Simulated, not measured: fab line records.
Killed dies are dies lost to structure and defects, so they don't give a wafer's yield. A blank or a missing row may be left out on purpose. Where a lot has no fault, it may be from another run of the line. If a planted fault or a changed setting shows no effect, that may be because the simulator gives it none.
Which tool was responsible?    flow berkeley_cmos170    42 wafers sampled from 14 lots at 1 step of a route of 331

WHAT THE GAUGES SHOWED, per wafer
UCB170_V1_THK_MEAS_01.
lot   measured      on             V1_TEOS_THK (nm)
L830  day 7 13:18   film_metro-04  1962 1950 1980
L833  day 7 13:19   film_metro-03  2005 2042 2078
L831  day 7 16:29   film_metro-03  1999 2023 2030
L832  day 7 16:29   film_metro-04  1983 2041 2011
L835  day 8 22:49   film_metro-03  1984 1994 1974
L836  day 8 22:49   film_metro-04  1983 1955 2007
L837  day 9 04:09   film_metro-01  1982 2014 2043
L846  day 10 08:52  film_metro-04  1957 1963 2009
L845  day 10 08:53  film_metro-03  1994 2003 2043
L849  day 10 22:11  film_metro-01  1931 1972 1980
L848  day 10 22:13  film_metro-03  2000 2030 2004
L852  day 11 21:59  film_metro-01  1993 2000 2029
L851  day 11 22:00  film_metro-04  1988 1985 2018
L853  day 12 12:56  film_metro-04  1974 2008 2009

WHAT TOOL EACH LOT RAN ON (gives the tool, then ch and the chambers of the sampled wafers, and finally the start)
Record: no process step prior to these readings.

WHAT THE TOOLS THEMSELVES READ (means of the sampled wafers that have a number; where no wafer has one, the mark that the record gives instead)
The record holds no such reading with a usual standard deviation.

THE ANSWER, worked out from the rows above alone
Rule: the usual values come from the lots themselves. The widest of any qualifying gaps counts: lots, ordered by their means at a reading, are off when they make up no more than a third of the lots, leave a main group of 4 or more, and stand apart from it by 3 or more times the standard deviation of that group's means. Not used: any main group whose means are identical at the precision the tables above print for the reading. Also off: a lot with no number at a reading for which 4 or more lots have one. The other lots that the step has rows for count as sound. After the gauges, taken in route order, come the tools' own readings; for these a lot's mean is taken, as printed above. At the first step where some lot is off, the reading lying furthest off is the one used; lots without a number count as furthest.
Nothing can be told from this: no lot is off at any reading shown.

WHAT THE SIMULATOR HAD PUT IN
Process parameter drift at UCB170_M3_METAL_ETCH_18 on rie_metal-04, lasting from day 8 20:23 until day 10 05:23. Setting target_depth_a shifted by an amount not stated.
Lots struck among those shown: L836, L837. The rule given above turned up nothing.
